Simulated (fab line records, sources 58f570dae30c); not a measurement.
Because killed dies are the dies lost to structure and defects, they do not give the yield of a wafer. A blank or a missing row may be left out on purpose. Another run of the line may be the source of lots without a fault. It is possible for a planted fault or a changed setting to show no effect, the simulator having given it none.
Shared-tool check	flow berkeley-cmos170	Lots sampled 15, wafers sampled 57

== WHAT PROMPTED THE OPENING ==
At UCB170_PSD_OVL_MEAS_07 the reading PSD_OVL is flagged on 4 of 15 lots. No-fault wafers: 3 nm, standard deviation 5.6.
Rule: flag the lot when none of its wafers has a number, or when each of its wafers that has one lies beyond 4 standard deviations from that mean. All remaining lots are regarded as sound.

lot	measured	on	PSD_OVL (nm), wafer by wafer	flag
L101	day 7 04:41	overlay-02	8 11 9	
L100	day 7 04:58	overlay-02	4 7 8	
L102	day 7 05:05	overlay-01	-1 6 6	
L999	day 7 05:08	overlay-02	1 0 1	
L103	day 7 12:53	overlay-02	12 12 1	
L104	day 7 13:01	overlay-01	-2 17 5	
L106	day 8 07:49	overlay-01	11 5 4	
L109	day 9 01:49	overlay-02	-169 -168 -165 -165 -165 -175	FLAGGED
L110	day 9 08:10	overlay-01	-157 -151 -149 -154 -148 -158	FLAGGED
L111	day 9 08:17	overlay-02	3 2 12	
L112	day 9 12:35	overlay-02	-160 -156 -156 -156 -153 -165	FLAGGED
L113	day 10 02:13	overlay-01	-154 -156 -143 -151 -166 -140	FLAGGED
L115	day 10 11:52	overlay-02	3 -5 -5	
L119	day 11 01:43	overlay-02	2 1 17	
L121	day 11 14:13	overlay-01	-2 8 9	
Average over the flagged lots: -158 nm; offset from the usual -160 nm, equal to -29 standard deviations.

== WHICH TOOL RAN EACH LOT ==
The record keeps 1 process step preceding the reading, out of 331 steps on the route. In each cell: the tool, then ch and the chambers that the sampled wafers went through, then the start.
lot	flag	UCB170_PSD_EXPOSE_03
L101		krf-scanner-01 ch 0, day 7 03:49
L100		krf-scanner-01 ch 0, day 7 03:58
L102		krf-scanner-02 ch 0, day 7 04:17
L999		krf-scanner-01 ch 0, day 7 04:33
L103		krf-scanner-02 ch 0, day 7 12:22
L104		krf-scanner-02 ch 0, day 7 12:31
L106		krf-scanner-02 ch 0, day 8 07:05
L109	FLAGGED	krf-scanner-01 ch 0, day 9 01:18
L110	FLAGGED	krf-scanner-01 ch 0, day 9 07:31
L111		krf-scanner-02 ch 0, day 9 07:46
L112	FLAGGED	krf-scanner-01 ch 0, day 9 11:43
L113	FLAGGED	krf-scanner-01 ch 0, day 10 00:56
L115		krf-scanner-02 ch 0, day 10 11:22
L119		krf-scanner-02 ch 0, day 11 01:12
L121		krf-scanner-02 ch 0, day 11 13:38
These steps, and what they do:
- UCB170_PSD_EXPOSE_03: exposes mask PSELECT MOD, target cd 1200 nm.
- UCB170_PSD_OVL_MEAS_07

== FLAGGED OVER TOTAL, TOOL BY TOOL (the gauges that took the reading come last) ==
step	tool	lots run	flagged	share of the flagged lots	sound lots run after its first flagged lot
UCB170_PSD_EXPOSE_03	krf-scanner-01	7	4	all	0
UCB170_PSD_EXPOSE_03	krf-scanner-02	8	0	none	-
UCB170_PSD_OVL_MEAS_07	overlay-01	6	2	some	1 (L121)
UCB170_PSD_OVL_MEAS_07	overlay-02	9	2	some	3 (L111,L115,L119)

== THE TABLE: WHAT IT ALLOWS ==
Rows of the table that ran each flagged lot: 1, that is krf-scanner-01 at UCB170_PSD_EXPOSE_03.
- krf-scanner-01 at UCB170_PSD_EXPOSE_03 ran 7 lots, 4 of them flagged. It ran its last sound lot, L999, at day 7 04:33 and its first flagged lot, L109, at day 9 01:18: a fault with its onset between the two fits.
What remains is a single tool, krf-scanner-01 at UCB170_PSD_EXPOSE_03.

== WHAT WAS PUT IN BY THE SIMULATOR ==
Scanner matching overlay: krf-scanner-01, from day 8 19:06 on, at UCB170_PSD_EXPOSE_03. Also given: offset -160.
Struck lots among those shown: L109, L110, L112, L113. The rule above reached the same finding.
